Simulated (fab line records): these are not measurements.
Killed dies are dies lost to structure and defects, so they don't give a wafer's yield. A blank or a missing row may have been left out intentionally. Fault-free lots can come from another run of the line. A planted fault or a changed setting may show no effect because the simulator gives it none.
fab line records || flow berkeleyCmos170
record {"lots": 5, "wafers": 15, "lastDay": 11}
route steps=331 shown PLDD@149 NLDD@158
lots untouched by any fault: they come from a run of this same line in which no faults occurred
startH: hours from the record's first day to the start of the lot's first wafer shown || waitH: time in hours since the lot's previous step || " identical to the entry in the row above || L1.1+2: one row covering several wafers at once || - no value present, or no start provided || * or withheld: withheld || < > ~ a bound
route shown NAME@n: NAME is a module with steps in the file, n the number in the route of the first one || usual: mean and standard deviation over wafers with no fault || same: alike in all rows || chamber/n: place in a boat || sites: readings site by site || _std_site: the standard deviation of these || _edge_site: the outer-site mean with the inner-site mean subtracted || radiusMm: for every site, how far away it sits from the centre of the wafer || mask NAME#n: copy n || behind: tool/chamber where the wafer was last shaped || hold: the reason the lot was held/the length of the hold in hours/how it ended || device: the n, p or np transistor that did not switch || end of line: the tests these same wafers got at the end of their route || a step given without rows: its recipe and nothing more || killed: dies lost to structure and defects at the first sort, not the wafer's yield || map: shows each die of a wafer: x if killed, . if not, _ if none is there
set.NAME: the setting that was run; set.NAME@STEP: the one run at that earlier step || model.NAME: the simulator's own value behind a step, which no gauge read
lots at some steps of the route; a table a step, a row a wafer
services: from which hour (startH, from the record's first day; less than 0 if before it) a tool's chamber was out of use, for how many hours, and why
## steps
# step UCB170_PLDD_PEB_04
# recipe {"pebTempC": 130, "pebTimeS": "withheld", "resist": "KrF"}
# step UCB170_PLDD_DEVELOP_05
# recipe {"developer": "TMAH", "developTimeS": 45, "resist": "KrF", "devTempC": 21}
# step UCB170_PLDD_CD_MEAS_06
# recipe {"targetCdNm": 1200}
# usual {"cdNm": "1200.2/1.7"}
{"lot.wafer": "L238.1", "tool": "cdSem-01", "chamber": "-", "startH": 123.19, "waitH": "-", "cdNm": 1200.2}
{"lot.wafer": "L238.4", "tool": "cdSem-01", "chamber": "-", "startH": 123.19, "waitH": "-", "cdNm": 1200.4}
{"lot.wafer": "L238.5", "tool": "cdSem-01", "chamber": "-", "startH": 123.19, "waitH": "-", "cdNm": 1199.4}
{"lot.wafer": "L248.2", "tool": "cdSem-01", "chamber": "-", "startH": 180.49, "waitH": "-", "cdNm": 1199.5}
{"lot.wafer": "L248.3", "tool": "cdSem-01", "chamber": "-", "startH": 180.49, "waitH": "-", "cdNm": 1200.5}
{"lot.wafer": "L248.6", "tool": "cdSem-01", "chamber": "-", "startH": 180.49, "waitH": "-", "cdNm": 1201.0}
{"lot.wafer": "L255.1", "tool": "cdSem-01", "chamber": "-", "startH": 207.66, "waitH": "-", "cdNm": 1199.4}
{"lot.wafer": "L255.2", "tool": "cdSem-01", "chamber": "-", "startH": 207.66, "waitH": "-", "cdNm": 1199.1}
{"lot.wafer": "L255.5", "tool": "cdSem-01", "chamber": "-", "startH": 207.66, "waitH": "-", "cdNm": 1201.2}
{"lot.wafer": "L257.2", "tool": "cdSem-02", "chamber": "-", "startH": 212.21, "waitH": "-", "cdNm": 1199.1}
{"lot.wafer": "L257.4", "tool": "cdSem-02", "chamber": "-", "startH": 212.21, "waitH": "-", "cdNm": 1199.0}
{"lot.wafer": "L257.5", "tool": "cdSem-02", "chamber": "-", "startH": 212.21, "waitH": "-", "cdNm": 1199.8}
{"lot.wafer": "L259.1", "tool": "cdSem-01", "chamber": "-", "startH": 229.87, "waitH": "-", "cdNm": 1202.0}
{"lot.wafer": "L259.2", "tool": "cdSem-01", "chamber": "-", "startH": 229.87, "waitH": "-", "cdNm": 1202.4}
{"lot.wafer": "L259.5", "tool": "cdSem-01", "chamber": "-", "startH": 229.87, "waitH": "-", "cdNm": 1200.7}
# step UCB170_PLDD_OVL_MEAS_07
# usual {"PLDD_OVL": "-2/5.4"}
{"lot.wafer": "L238.1", "tool": "overlay-01", "chamber": "-", "startH": 123.31, "waitH": 0.1, "PLDD_OVL[nm]": 3}
{"lot.wafer": "L238.4", "tool": "overlay-01", "chamber": "-", "startH": 123.31, "waitH": 0.1, "PLDD_OVL[nm]": -8}
{"lot.wafer": "L238.5", "tool": "overlay-01", "chamber": "-", "startH": 123.31, "waitH": 0.1, "PLDD_OVL[nm]": 6}
{"lot.wafer": "L248.2", "tool": "overlay-01", "chamber": "-", "startH": 180.60, "waitH": 0.1, "PLDD_OVL[nm]": -11}
{"lot.wafer": "L248.3", "tool": "overlay-01", "chamber": "-", "startH": 180.60, "waitH": 0.1, "PLDD_OVL[nm]": -9}
{"lot.wafer": "L248.6", "tool": "overlay-01", "chamber": "-", "startH": 180.60, "waitH": 0.1, "PLDD_OVL[nm]": -3}
{"lot.wafer": "L255.1", "tool": "overlay-01", "chamber": "-", "startH": 207.78, "waitH": 0.1, "PLDD_OVL[nm]": -4}
{"lot.wafer": "L255.2", "tool": "overlay-01", "chamber": "-", "startH": 207.78, "waitH": 0.1, "PLDD_OVL[nm]": -8}
{"lot.wafer": "L255.5", "tool": "overlay-01", "chamber": "-", "startH": 207.78, "waitH": 0.1, "PLDD_OVL[nm]": -6}
{"lot.wafer": "L257.2", "tool": "overlay-01", "chamber": "-", "startH": 212.32, "waitH": 0.1, "PLDD_OVL[nm]": -16}
{"lot.wafer": "L257.4", "tool": "overlay-01", "chamber": "-", "startH": 212.32, "waitH": 0.1, "PLDD_OVL[nm]": -4}
{"lot.wafer": "L257.5", "tool": "overlay-01", "chamber": "-", "startH": 212.32, "waitH": 0.1, "PLDD_OVL[nm]": -11}
{"lot.wafer": "L259.1", "tool": "overlay-02", "chamber": "-", "startH": 229.99, "waitH": 0.1, "PLDD_OVL[nm]": -1}
{"lot.wafer": "L259.2", "tool": "overlay-02", "chamber": "-", "startH": 229.99, "waitH": 0.1, "PLDD_OVL[nm]": 9}
{"lot.wafer": "L259.5", "tool": "overlay-02", "chamber": "-", "startH": 229.99, "waitH": 0.1, "PLDD_OVL[nm]": 2}
# step UCB170_PLDD_IMPLANT_08
# recipe {"species": "BF2", "doseCm2": 5e+13, "energyKev": 10, "tiltDeg": 7, "rotationDeg": 0}
# step UCB170_PLDD_IMPLANT_09
# recipe {"species": "BF2", "doseCm2": 5e+13, "energyKev": 10, "tiltDeg": 7, "rotationDeg": 180}
# step UCB170_PLDD_STRIP_10
# recipe {"chemistry": "O2", "powerW": 400, "pressureMtorr": 3500, "platenTempC": "withheld", "o2FlowSccm": 400, "overashFraction": 0.5}
# usual {"drypumpMotorCurrentA": "5.8/0.52", "oesProductAu": "0.734/0.004", "stripTimeToEndpointS": "21.60/0.055"}
{"lot.wafer": "L238.1", "tool": "plasmaAsher-03", "chamber": 0, "startH": 123.64, "waitH": 0.1, "drypumpMotorCurrentA": 6.0, "oesProductAu": 0.733, "rfHoursCounterH": 37, "stripTimeToEndpointS": 21.62}
{"lot.wafer": "L238.4", "tool": "plasmaAsher-03", "chamber": 0, "startH": 123.64, "waitH": 0.1, "drypumpMotorCurrentA": 6.0, "oesProductAu": 0.737, "rfHoursCounterH": "-", "stripTimeToEndpointS": 21.60}
{"lot.wafer": "L238.5", "tool": "plasmaAsher-03", "chamber": 1, "startH": 123.64, "waitH": 0.1, "drypumpMotorCurrentA": 5.1, "oesProductAu": 0.735, "rfHoursCounterH": "-", "stripTimeToEndpointS": 21.60}
{"lot.wafer": "L248.2", "tool": "plasmaAsher-01", "chamber": 1, "startH": 180.93, "waitH": 0.1, "drypumpMotorCurrentA": 4.8, "oesProductAu": 0.735, "rfHoursCounterH": 8, "stripTimeToEndpointS": 21.56}
{"lot.wafer": "L248.3", "tool": "plasmaAsher-01", "chamber": 0, "startH": 180.93, "waitH": 0.1, "drypumpMotorCurrentA": 5.9, "oesProductAu": 0.733, "rfHoursCounterH": "-", "stripTimeToEndpointS": 21.47}
{"lot.wafer": "L248.6", "tool": "plasmaAsher-01", "chamber": 1, "startH": 180.93, "waitH": 0.1, "drypumpMotorCurrentA": 4.8, "oesProductAu": 0.733, "rfHoursCounterH": "-", "stripTimeToEndpointS": 21.58}
{"lot.wafer": "L255.1", "tool": "plasmaAsher-01", "chamber": 1, "startH": 208.11, "waitH": 0.1, "drypumpMotorCurrentA": 4.8, "oesProductAu": 0.740, "rfHoursCounterH": 11, "stripTimeToEndpointS": 21.67}
{"lot.wafer": "L255.2", "tool": "plasmaAsher-01", "chamber": 0, "startH": 208.11, "waitH": 0.1, "drypumpMotorCurrentA": 5.9, "oesProductAu": 0.733, "rfHoursCounterH": 11, "stripTimeToEndpointS": 21.59}
{"lot.wafer": "L255.5", "tool": "plasmaAsher-01", "chamber": 0, "startH": 208.11, "waitH": 0.1, "drypumpMotorCurrentA": 5.9, "oesProductAu": 0.738, "rfHoursCounterH": "-", "stripTimeToEndpointS": 21.55}
{"lot.wafer": "L257.2", "tool": "plasmaAsher-04", "chamber": 0, "startH": 212.65, "waitH": 0.1, "drypumpMotorCurrentA": 6.3, "oesProductAu": 0.735, "rfHoursCounterH": 56, "stripTimeToEndpointS": 21.56}
{"lot.wafer": "L257.4", "tool": "plasmaAsher-04", "chamber": 0, "startH": 212.65, "waitH": 0.1, "drypumpMotorCurrentA": 6.3, "oesProductAu": 0.726, "rfHoursCounterH": "-", "stripTimeToEndpointS": 21.61}
{"lot.wafer": "L257.5", "tool": "plasmaAsher-04", "chamber": 1, "startH": 212.65, "waitH": 0.1, "drypumpMotorCurrentA": 6.1, "oesProductAu": 0.735, "rfHoursCounterH": "-", "stripTimeToEndpointS": 21.61}
{"lot.wafer": "L259.1", "tool": "plasmaAsher-03", "chamber": 1, "startH": 230.32, "waitH": 0.1, "drypumpMotorCurrentA": 5.1, "oesProductAu": 0.739, "rfHoursCounterH": 50, "stripTimeToEndpointS": 21.59}
{"lot.wafer": "L259.2", "tool": "plasmaAsher-03", "chamber": 0, "startH": 230.32, "waitH": 0.1, "drypumpMotorCurrentA": 6.0, "oesProductAu": 0.737, "rfHoursCounterH": 50, "stripTimeToEndpointS": 21.52}
{"lot.wafer": "L259.5", "tool": "plasmaAsher-03", "chamber": 1, "startH": 230.32, "waitH": 0.1, "drypumpMotorCurrentA": 5.1, "oesProductAu": 0.734, "rfHoursCounterH": "-", "stripTimeToEndpointS": 21.56}
# step UCB170_PLDD_TW_MEAS_11
# usual {"PLDD_TW": "1007/7.7"}
{"lot.wafer": "L238.1", "tool": "filmMetro-03", "chamber": "-", "startH": 123.74, "waitH": 0.1, "PLDD_TW": 998}
{"lot.wafer": "L238.4", "tool": "filmMetro-03", "chamber": "-", "startH": 123.74, "waitH": 0.1, "PLDD_TW": 992}
{"lot.wafer": "L238.5", "tool": "filmMetro-03", "chamber": "-", "startH": 123.74, "waitH": 0.1, "PLDD_TW": 997}
{"lot.wafer": "L248.2", "tool": "filmMetro-01", "chamber": "-", "startH": 181.04, "waitH": 0.1, "PLDD_TW": 1007}
{"lot.wafer": "L248.3", "tool": "filmMetro-01", "chamber": "-", "startH": 181.04, "waitH": 0.1, "PLDD_TW": 1004}
{"lot.wafer": "L248.6", "tool": "filmMetro-01", "chamber": "-", "startH": 181.04, "waitH": 0.1, "PLDD_TW": 1010}
{"lot.wafer": "L255.1", "tool": "filmMetro-02", "chamber": "-", "startH": 208.21, "waitH": 0.1, "PLDD_TW": 1011}
{"lot.wafer": "L255.2", "tool": "filmMetro-02", "chamber": "-", "startH": 208.21, "waitH": 0.1, "PLDD_TW": 1012}
{"lot.wafer": "L255.5", "tool": "filmMetro-02", "chamber": "-", "startH": 208.21, "waitH": 0.1, "PLDD_TW": 1003}
{"lot.wafer": "L257.2", "tool": "filmMetro-03", "chamber": "-", "startH": 212.76, "waitH": 0.1, "PLDD_TW": 999}
{"lot.wafer": "L257.4", "tool": "filmMetro-03", "chamber": "-", "startH": 212.76, "waitH": 0.1, "PLDD_TW": 998}
{"lot.wafer": "L257.5", "tool": "filmMetro-03", "chamber": "-", "startH": 212.76, "waitH": 0.1, "PLDD_TW": 1000}
{"lot.wafer": "L259.1", "tool": "filmMetro-01", "chamber": "-", "startH": 230.42, "waitH": 0.1, "PLDD_TW": 1007}
{"lot.wafer": "L259.2", "tool": "filmMetro-01", "chamber": "-", "startH": 230.42, "waitH": 0.1, "PLDD_TW": 1007}
{"lot.wafer": "L259.5", "tool": "filmMetro-01", "chamber": "-", "startH": 230.42, "waitH": 0.1, "PLDD_TW": 1008}
# step UCB170_PLDD_CLEAN_12
# recipe {"chemistry": "SPM", "tempC": 120, "timeS": 600}
# step UCB170_NLDD_HMDS_00
# recipe {"primeTimeS": 60, "primeTempC": 100}
# step UCB170_NLDD_COAT_01
# recipe {"resist": "KrF", "spinRpm": 1500, "resistThkNm": 900}
# step UCB170_NLDD_SOFTBAKE_02
# recipe {"resist": "KrF", "tempC": 130, "timeS": 60}
# step UCB170_NLDD_EXPOSE_03
# recipe {"maskId": "NSELECT", "na": 0.5, "sigmaOuter": 0.6, "sourceShape": "conventional", "targetCdNm": 1200, "doseMj": 30}
{"lot.wafer": "L238.1+4+5", "tool": "krfScanner-02", "chamber": 0, "startH": 124.79, "waitH": 0.3, "mask": "NSELECT#0"}
{"lot.wafer": "L248.2+3+6", "tool": "krfScanner-02", "chamber": 0, "startH": 181.85, "waitH": 0.2, "mask": "PSELECT#0"}
{"lot.wafer": "L255.1+2+5", "tool": "krfScanner-02", "chamber": 0, "startH": 208.91, "waitH": 0.1, "mask": "NSELECT#0"}
{"lot.wafer": "L257.2+4+5", "tool": "krfScanner-02", "chamber": 0, "startH": 213.53, "waitH": 0.1, "mask": "NSELECT#0"}
{"lot.wafer": "L259.1+2+5", "tool": "krfScanner-01", "chamber": 0, "startH": 231.25, "waitH": 0.2, "mask": "NSELECT#0"}
# step UCB170_NLDD_PEB_04
# recipe {"pebTempC": 130, "pebTimeS": "withheld", "resist": "KrF"}
# usual {"plateSensorTCentreC": "131.41/0.0099", "plateSensorTEdgeC": "131.53/0.01"}
{"lot.wafer": "L238.1", "tool": "lithoTrack-01", "chamber": 0, "startH": 125.37, "waitH": 0.6, "plateSensorTCentreC": 131.41, "plateSensorTEdgeC": 131.53}
{"lot.wafer": "L238.4", "tool": "lithoTrack-01", "chamber": 0, "startH": 125.37, "waitH": 0.6, "plateSensorTCentreC": 131.42, "plateSensorTEdgeC": 131.53}
{"lot.wafer": "L238.5", "tool": "lithoTrack-01", "chamber": 0, "startH": 125.37, "waitH": 0.6, "plateSensorTCentreC": 131.4, "plateSensorTEdgeC": 131.52}
{"lot.wafer": "L248.2", "tool": "lithoTrack-01", "chamber": 0, "startH": 181.98, "waitH": 0.1, "plateSensorTCentreC": 131.42, "plateSensorTEdgeC": 131.55}
{"lot.wafer": "L248.3", "tool": "lithoTrack-01", "chamber": 0, "startH": 181.98, "waitH": 0.1, "plateSensorTCentreC": 131.41, "plateSensorTEdgeC": 131.52}
{"lot.wafer": "L248.6", "tool": "lithoTrack-01", "chamber": 0, "startH": 181.98, "waitH": 0.1, "plateSensorTCentreC": 131.42, "plateSensorTEdgeC": 131.53}
{"lot.wafer": "L255.1", "tool": "lithoTrack-03", "chamber": 0, "startH": 209.22, "waitH": 0.3, "plateSensorTCentreC": 131.42, "plateSensorTEdgeC": 131.54}
{"lot.wafer": "L255.2", "tool": "lithoTrack-03", "chamber": 0, "startH": 209.22, "waitH": 0.3, "plateSensorTCentreC": 131.41, "plateSensorTEdgeC": 131.54}
{"lot.wafer": "L255.5", "tool": "lithoTrack-03", "chamber": 0, "startH": 209.22, "waitH": 0.3, "plateSensorTCentreC": 131.42, "plateSensorTEdgeC": 131.53}
{"lot.wafer": "L257.2", "tool": "lithoTrack-04", "chamber": 0, "startH": 214.07, "waitH": 0.5, "plateSensorTCentreC": 131.41, "plateSensorTEdgeC": 131.52}
{"lot.wafer": "L257.4", "tool": "lithoTrack-04", "chamber": 0, "startH": 214.07, "waitH": 0.5, "plateSensorTCentreC": 131.4, "plateSensorTEdgeC": 131.51}
{"lot.wafer": "L257.5", "tool": "lithoTrack-04", "chamber": 0, "startH": 214.07, "waitH": 0.5, "plateSensorTCentreC": 131.4, "plateSensorTEdgeC": 131.53}
{"lot.wafer": "L259.1", "tool": "lithoTrack-03", "chamber": 0, "startH": 231.37, "waitH": 0.1, "plateSensorTCentreC": 131.4, "plateSensorTEdgeC": 131.54}
{"lot.wafer": "L259.2", "tool": "lithoTrack-03", "chamber": 0, "startH": 231.37, "waitH": 0.1, "plateSensorTCentreC": 131.41, "plateSensorTEdgeC": 131.53}
{"lot.wafer": "L259.5", "tool": "lithoTrack-03", "chamber": 0, "startH": 231.37, "waitH": 0.1, "plateSensorTCentreC": 131.4, "plateSensorTEdgeC": 131.52}
# step UCB170_NLDD_DEVELOP_05
# recipe {"developer": "TMAH", "developTimeS": 45, "resist": "KrF", "devTempC": 21}
# step UCB170_NLDD_CD_MEAS_06
# recipe {"targetCdNm": 1200}
# usual {"cdNm": "1199.5/1.6"}
{"lot.wafer": "L238.1", "tool": "cdSem-01", "chamber": "-", "startH": 125.64, "waitH": "-", "cdNm": 1200.4}
{"lot.wafer": "L238.4", "tool": "cdSem-01", "chamber": "-", "startH": 125.64, "waitH": "-", "cdNm": 1201.2}
{"lot.wafer": "L238.5", "tool": "cdSem-01", "chamber": "-", "startH": 125.64, "waitH": "-", "cdNm": 1201.5}
{"lot.wafer": "L248.2", "tool": "cdSem-01", "chamber": "-", "startH": 182.25, "waitH": "-", "cdNm": "-"}
{"lot.wafer": "L248.3", "tool": "cdSem-01", "chamber": "-", "startH": 182.25, "waitH": "-", "cdNm": "-"}
{"lot.wafer": "L248.6", "tool": "cdSem-01", "chamber": "-", "startH": 182.25, "waitH": "-", "cdNm": "-"}
{"lot.wafer": "L255.1", "tool": "cdSem-01", "chamber": "-", "startH": 209.49, "waitH": "-", "cdNm": 1199.6}
{"lot.wafer": "L255.2", "tool": "cdSem-01", "chamber": "-", "startH": 209.49, "waitH": "-", "cdNm": 1199.9}
{"lot.wafer": "L255.5", "tool": "cdSem-01", "chamber": "-", "startH": 209.49, "waitH": "-", "cdNm": 1199.3}
{"lot.wafer": "L257.2", "tool": "cdSem-01", "chamber": "-", "startH": 214.34, "waitH": "-", "cdNm": 1200.6}
{"lot.wafer": "L257.4", "tool": "cdSem-01", "chamber": "-", "startH": 214.34, "waitH": "-", "cdNm": 1199.4}
{"lot.wafer": "L257.5", "tool": "cdSem-01", "chamber": "-", "startH": 214.34, "waitH": "-", "cdNm": 1198.3}
{"lot.wafer": "L259.1", "tool": "cdSem-01", "chamber": "-", "startH": 231.64, "waitH": "-", "cdNm": 1201.6}
{"lot.wafer": "L259.2", "tool": "cdSem-01", "chamber": "-", "startH": 231.64, "waitH": "-", "cdNm": 1202.5}
{"lot.wafer": "L259.5", "tool": "cdSem-01", "chamber": "-", "startH": 231.64, "waitH": "-", "cdNm": 1202.0}
# step UCB170_NLDD_OVL_MEAS_07
# usual {"NLDD_OVL": "-2/6.2"}
{"lot.wafer": "L238.1", "tool": "overlay-02", "chamber": "-", "startH": 125.76, "waitH": 0.1, "NLDD_OVL[nm]": 2}
{"lot.wafer": "L238.4", "tool": "overlay-02", "chamber": "-", "startH": 125.76, "waitH": 0.1, "NLDD_OVL[nm]": -3}
{"lot.wafer": "L238.5", "tool": "overlay-02", "chamber": "-", "startH": 125.76, "waitH": 0.1, "NLDD_OVL[nm]": 2}
{"lot.wafer": "L248.2", "tool": "overlay-01", "chamber": "-", "startH": 182.35, "waitH": 0.1, "NLDD_OVL[nm]": "-"}
{"lot.wafer": "L248.3", "tool": "overlay-01", "chamber": "-", "startH": 182.35, "waitH": 0.1, "NLDD_OVL[nm]": "-"}
{"lot.wafer": "L248.6", "tool": "overlay-01", "chamber": "-", "startH": 182.35, "waitH": 0.1, "NLDD_OVL[nm]": "-"}
{"lot.wafer": "L255.1", "tool": "overlay-01", "chamber": "-", "startH": 209.61, "waitH": 0.1, "NLDD_OVL[nm]": -8}
{"lot.wafer": "L255.2", "tool": "overlay-01", "chamber": "-", "startH": 209.61, "waitH": 0.1, "NLDD_OVL[nm]": -6}
{"lot.wafer": "L255.5", "tool": "overlay-01", "chamber": "-", "startH": 209.61, "waitH": 0.1, "NLDD_OVL[nm]": -1}
{"lot.wafer": "L257.2", "tool": "overlay-02", "chamber": "-", "startH": 214.45, "waitH": 0.1, "NLDD_OVL[nm]": 9}
{"lot.wafer": "L257.4", "tool": "overlay-02", "chamber": "-", "startH": 214.45, "waitH": 0.1, "NLDD_OVL[nm]": 6}
{"lot.wafer": "L257.5", "tool": "overlay-02", "chamber": "-", "startH": 214.45, "waitH": 0.1, "NLDD_OVL[nm]": 8}
{"lot.wafer": "L259.1", "tool": "overlay-02", "chamber": "-", "startH": 231.76, "waitH": 0.1, "NLDD_OVL[nm]": -3}
{"lot.wafer": "L259.2", "tool": "overlay-02", "chamber": "-", "startH": 231.76, "waitH": 0.1, "NLDD_OVL[nm]": -6}
{"lot.wafer": "L259.5", "tool": "overlay-02", "chamber": "-", "startH": 231.76, "waitH": 0.1, "NLDD_OVL[nm]": -5}
# step UCB170_NLDD_IMPLANT_08
# recipe {"species": "As", "doseCm2": 5e+13, "energyKev": 30, "tiltDeg": 7, "rotationDeg": 0}
# step UCB170_NLDD_IMPLANT_09
# recipe {"species": "As", "doseCm2": 5e+13, "energyKev": 30, "tiltDeg": 7, "rotationDeg": 180}
# step UCB170_NLDD_STRIP_10
# recipe {"chemistry": "O2", "powerW": 400, "pressureMtorr": 3500, "platenTempC": "withheld", "o2FlowSccm": 400, "overashFraction": 0.5}
# usual {"drypumpMotorCurrentA": "5.6/0.54", "oesProductAu": "0.735/0.0049", "stripTimeToEndpointS": "21.60/0.059"}
{"lot.wafer": "L238.1", "tool": "plasmaAsher-01", "chamber": 0, "startH": 126.10, "waitH": 0.1, "drypumpMotorCurrentA": 5.8, "oesProductAu": 0.738, "rfHoursCounterH": 1, "stripTimeToEndpointS": 21.55}
{"lot.wafer": "L238.4", "tool": "plasmaAsher-01", "chamber": 0, "startH": 126.10, "waitH": 0.1, "drypumpMotorCurrentA": 5.8, "oesProductAu": 0.738, "rfHoursCounterH": "-", "stripTimeToEndpointS": 21.59}
{"lot.wafer": "L238.5", "tool": "plasmaAsher-01", "chamber": 1, "startH": 126.10, "waitH": 0.1, "drypumpMotorCurrentA": 4.8, "oesProductAu": 0.730, "rfHoursCounterH": "-", "stripTimeToEndpointS": 21.56}
{"lot.wafer": "L248.2", "tool": "plasmaAsher-01", "chamber": 0, "startH": 182.68, "waitH": 0.1, "drypumpMotorCurrentA": 5.9, "oesProductAu": 0.732, "rfHoursCounterH": 8, "stripTimeToEndpointS": 21.57}
{"lot.wafer": "L248.3", "tool": "plasmaAsher-01", "chamber": 0, "startH": 182.68, "waitH": 0.1, "drypumpMotorCurrentA": 5.9, "oesProductAu": 0.729, "rfHoursCounterH": "-", "stripTimeToEndpointS": 21.55}
{"lot.wafer": "L248.6", "tool": "plasmaAsher-01", "chamber": 0, "startH": 182.68, "waitH": 0.1, "drypumpMotorCurrentA": 5.9, "oesProductAu": 0.736, "rfHoursCounterH": "-", "stripTimeToEndpointS": 21.52}
{"lot.wafer": "L255.1", "tool": "plasmaAsher-01", "chamber": 1, "startH": 209.95, "waitH": 0.1, "drypumpMotorCurrentA": 4.8, "oesProductAu": 0.735, "rfHoursCounterH": 11, "stripTimeToEndpointS": 21.61}
{"lot.wafer": "L255.2", "tool": "plasmaAsher-01", "chamber": 0, "startH": 209.95, "waitH": 0.1, "drypumpMotorCurrentA": 5.9, "oesProductAu": 0.731, "rfHoursCounterH": 11, "stripTimeToEndpointS": 21.60}
{"lot.wafer": "L255.5", "tool": "plasmaAsher-01", "chamber": 1, "startH": 209.95, "waitH": 0.1, "drypumpMotorCurrentA": 4.8, "oesProductAu": 0.737, "rfHoursCounterH": "-", "stripTimeToEndpointS": 21.61}
{"lot.wafer": "L257.2", "tool": "plasmaAsher-02", "chamber": 0, "startH": 214.78, "waitH": 0.1, "drypumpMotorCurrentA": 5.2, "oesProductAu": 0.732, "rfHoursCounterH": 42, "stripTimeToEndpointS": 21.57}
{"lot.wafer": "L257.4", "tool": "plasmaAsher-02", "chamber": 0, "startH": 214.78, "waitH": 0.1, "drypumpMotorCurrentA": 5.2, "oesProductAu": 0.734, "rfHoursCounterH": "-", "stripTimeToEndpointS": 21.56}
{"lot.wafer": "L257.5", "tool": "plasmaAsher-02", "chamber": 1, "startH": 214.78, "waitH": 0.1, "drypumpMotorCurrentA": 5.3, "oesProductAu": 0.736, "rfHoursCounterH": "-", "stripTimeToEndpointS": 21.61}
{"lot.wafer": "L259.1", "tool": "plasmaAsher-02", "chamber": 0, "startH": 232.10, "waitH": 0.1, "drypumpMotorCurrentA": 5.3, "oesProductAu": 0.739, "rfHoursCounterH": 44, "stripTimeToEndpointS": 21.66}
{"lot.wafer": "L259.2", "tool": "plasmaAsher-02", "chamber": 1, "startH": 232.10, "waitH": 0.1, "drypumpMotorCurrentA": 5.4, "oesProductAu": 0.728, "rfHoursCounterH": 44, "stripTimeToEndpointS": 21.62}
{"lot.wafer": "L259.5", "tool": "plasmaAsher-02", "chamber": 0, "startH": 232.10, "waitH": 0.1, "drypumpMotorCurrentA": 5.2, "oesProductAu": 0.743, "rfHoursCounterH": "-", "stripTimeToEndpointS": 21.62}
# step UCB170_NLDD_TW_MEAS_11
# usual {"NLDD_TW": "2200/18"}
{"lot.wafer": "L238.1", "tool": "filmMetro-01", "chamber": "-", "startH": 126.20, "waitH": 0.1, "NLDD_TW": 2220}
{"lot.wafer": "L238.4", "tool": "filmMetro-01", "chamber": "-", "startH": 126.20, "waitH": 0.1, "NLDD_TW": 2204}
{"lot.wafer": "L238.5", "tool": "filmMetro-01", "chamber": "-", "startH": 126.20, "waitH": 0.1, "NLDD_TW": 2224}
{"lot.wafer": "L248.2", "tool": "filmMetro-01", "chamber": "-", "startH": 182.79, "waitH": 0.1, "NLDD_TW": 30}
{"lot.wafer": "L248.3", "tool": "filmMetro-01", "chamber": "-", "startH": 182.79, "waitH": 0.1, "NLDD_TW": 30}
{"lot.wafer": "L248.6", "tool": "filmMetro-01", "chamber": "-", "startH": 182.79, "waitH": 0.1, "NLDD_TW": 30}
{"lot.wafer": "L255.1", "tool": "filmMetro-02", "chamber": "-", "startH": 210.05, "waitH": 0.1, "NLDD_TW": 2217}
{"lot.wafer": "L255.2", "tool": "filmMetro-02", "chamber": "-", "startH": 210.05, "waitH": 0.1, "NLDD_TW": 2222}
{"lot.wafer": "L255.5", "tool": "filmMetro-02", "chamber": "-", "startH": 210.05, "waitH": 0.1, "NLDD_TW": 2232}
{"lot.wafer": "L257.2", "tool": "filmMetro-01", "chamber": "-", "startH": 214.89, "waitH": 0.1, "NLDD_TW": 2208}
{"lot.wafer": "L257.4", "tool": "filmMetro-01", "chamber": "-", "startH": 214.89, "waitH": 0.1, "NLDD_TW": 2206}
{"lot.wafer": "L257.5", "tool": "filmMetro-01", "chamber": "-", "startH": 214.89, "waitH": 0.1, "NLDD_TW": 2220}
{"lot.wafer": "L259.1", "tool": "filmMetro-03", "chamber": "-", "startH": 232.20, "waitH": 0.1, "NLDD_TW": 2168}
{"lot.wafer": "L259.2", "tool": "filmMetro-03", "chamber": "-", "startH": 232.20, "waitH": 0.1, "NLDD_TW": 2182}
{"lot.wafer": "L259.5", "tool": "filmMetro-03", "chamber": "-", "startH": 232.20, "waitH": 0.1, "NLDD_TW": 2186}
# step UCB170_NLDD_CLEAN_12
# recipe {"chemistry": "SPM", "tempC": 120, "timeS": 600}
## services
{"tool": "plasmaAsher-01", "chamber": "-", "startH": 108.75, "hours": 9.0, "kind": "pm"}
{"tool": "plasmaAsher-01", "chamber": 0, "startH": 108.75, "hours": 9.0, "kind": "ventCycle"}
{"tool": "plasmaAsher-01", "chamber": 1, "startH": 108.75, "hours": 9.0, "kind": "ventCycle"}
{"tool": "plasmaAsher-01", "chamber": 0, "startH": 117.75, "hours": "-", "kind": "clean"}
{"tool": "plasmaAsher-01", "chamber": 1, "startH": 117.75, "hours": "-", "kind": "clean"}
{"tool": "plasmaAsher-02", "chamber": "-", "startH": 117.97, "hours": 1.3, "kind": "repair"}
{"tool": "krfScanner-01", "chamber": "-", "startH": 123.66, "hours": 4.4, "kind": "pm"}
{"tool": "krfScanner-02", "chamber": 0, "startH": 129.62, "hours": "-", "kind": "calibration"}
{"tool": "krfScanner-01", "chamber": "-", "startH": 140.67, "hours": 1.3, "kind": "pm"}
{"tool": "plasmaAsher-04", "chamber": "-", "startH": 145.39, "hours": 2.4, "kind": "repair"}
{"tool": "krfScanner-01", "chamber": "-", "startH": 167.00, "hours": 1.0, "kind": "pm"}
{"tool": "krfScanner-01", "chamber": "-", "startH": 172.95, "hours": 3.6, "kind": "pm"}
{"tool": "krfScanner-01", "chamber": "-", "startH": 178.15, "hours": 1.2, "kind": "repair"}
{"tool": "krfScanner-01", "chamber": "-", "startH": 205.05, "hours": 1.0, "kind": "repair"}
{"tool": "krfScanner-02", "chamber": "-", "startH": 228.36, "hours": 0.8, "kind": "pm"}
## key
firstSign {"step": "UCB170_NLDD_EXPOSE_03", "reading": "mask", "direction": "changed"}
effect {"step": "UCB170_NLDD_CD_MEAS_06", "reading": "cdNm", "direction": "missing"}
effect {"step": "UCB170_NLDD_OVL_MEAS_07", "reading": "NLDD_OVL", "direction": "missing"}
effect {"step": "UCB170_NLDD_TW_MEAS_11", "reading": "NLDD_TW", "direction": "down", "sigmas": "99+", "usual": 2200, "struck": 30}
metAt UCB170_NLDD_EXPOSE_03
struckWafers L248.2,L248.3,L248.6
sortLeftOut L248.2,L248.3,L248.6
testerLeftOut L248
onsetBetween 124.79 181.85
fault {"kind": "wrongMask", "tool": "any", "chamber": "-", "onsetH": 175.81, "steps": "UCB170_NLDD_EXPOSE_03", "auxCopy": "PSELECT#0", "scope": "struckLotsOnly"}
# testerLeftOut: of these lots the tester's yield and bins aren't shown, on N5 and GAA mostly nor the transistor test; their killed dies are dies lost to structure and defects alone, not to doping, threshold or leakage, so they don't give the yield
# sortLeftOut: the simulated sort isn't trusted on such a fault, so these wafers' sort isn't shown, and their yield isn't known
